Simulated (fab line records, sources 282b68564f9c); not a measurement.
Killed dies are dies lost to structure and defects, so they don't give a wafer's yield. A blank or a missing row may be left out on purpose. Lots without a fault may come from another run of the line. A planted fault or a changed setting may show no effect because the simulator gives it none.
Problem report in the 8D (eight disciplines) form, filled by code | flow rit_cmos | the parts of the form that need people (team, actions taken, sign-off) are left out

1. THE PROBLEM
NWELL_RS at RIT_WELLDRIVE_RS_MEAS_01 reads a mean of 261.0 ohm/sq on 6 wafers of 2 lots; wafers without a fault read 275.3 ohm/sq with a standard deviation of 0.85. That is -17 standard deviations from the usual mean.
The step: measures by four-point-probe.
First seen on wafer L937.4, day 4 12:11, on film_metro-01. The record holds 42 wafers of 14 lots with a number at this step. Rule for "out", or "out of limits": more than 4 standard deviations from the usual mean. The other wafers with a number count as sound.

2. WHAT IT IS AND WHAT IT IS NOT
question                    | is                           | is not
which readings at this step | NWELL_RS                     | -
which lots                  | L937, L940                   | L926, L928, L929, L930, L931, L932, L933, L934, L935, L936, L939, L949
which wafers of those lots  | all that have a number       | -
read on which gauges        | film_metro-01, film_metro-02 | film_metro-04
when                        | from day 4 12:11             | up to then (30 sound wafers); but 6 sound wafers of L939, L949 came after

3. SUSPECTS, AND WHAT RULES EACH OUT
Counting: a tool at a process step up to the reading stays a suspect if it ran every lot that is out and no sound lot after the first of them.
- the gauge at RIT_WELLDRIVE_RS_MEAS_01: ruled out. The wafers that are out were read on 2 gauges (film_metro-01, film_metro-02).
- furnace-04 at RIT_WELLDRIVE_ANNEAL_00 (time 14700 s): kept. It ran every lot that is out, first L937 (day 4 07:02), and no sound lot after that; its last sound lot up to then is L935 (day 3 20:16). Its own readings are out on those wafers: run_length_s.
Left after counting: furnace-04 at RIT_WELLDRIVE_ANNEAL_00.

4. THE CAUSE (what the simulator had put in)
Process parameter drift: furnace-04, from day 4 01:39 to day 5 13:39, at RIT_WELLDRIVE_ANNEAL_00. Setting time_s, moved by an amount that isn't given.
Counting left only this tool.

5. THE CHAIN OF EFFECTS, in route order
Each row: a reading whose mean over the struck wafers that have a number lies more than 3 standard deviations from the usual. Only readings for which the record gives a usual standard deviation are gone through. hours: the time from each lot's start at the first step in this table that gives one to its start at this step, as a median over the lots. sigmas: the change in usual standard deviations.
hours | step                     | reading      | usual        | on struck wafers | change | sigmas
0     | RIT_WELLDRIVE_ANNEAL_00  | run_length_s | 18261 s      | 23403            | +5142  | +99 or more
5     | RIT_WELLDRIVE_RS_MEAS_01 | NWELL_RS     | 275.3 ohm/sq | 261.0            | -14.3  | -17
5     | RIT_WELLDRIVE_RS_MEAS_02 | PWELL_RS     | 429.7 ohm/sq | 412.7            | -17.0  | -15
The process steps in it:
- RIT_WELLDRIVE_ANNEAL_00: time 14700 s.

6. WHAT WOULD HAVE CAUGHT IT SOONER
In this record the first reading out of limits at a measuring or inspecting step was taken at day 4 12:11, 11 hours after the fault began at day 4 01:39.
The tool's own readings at RIT_WELLDRIVE_ANNEAL_00 were out on every struck wafer that the step has a row for (run_length_s): an alarm limit on them would have fired on the first of those.
Of the lots that are out (2), L940 began RIT_WELLDRIVE_ANNEAL_00 on furnace-04 after day 4 12:11. A hold on the tool at that time would have spared it.
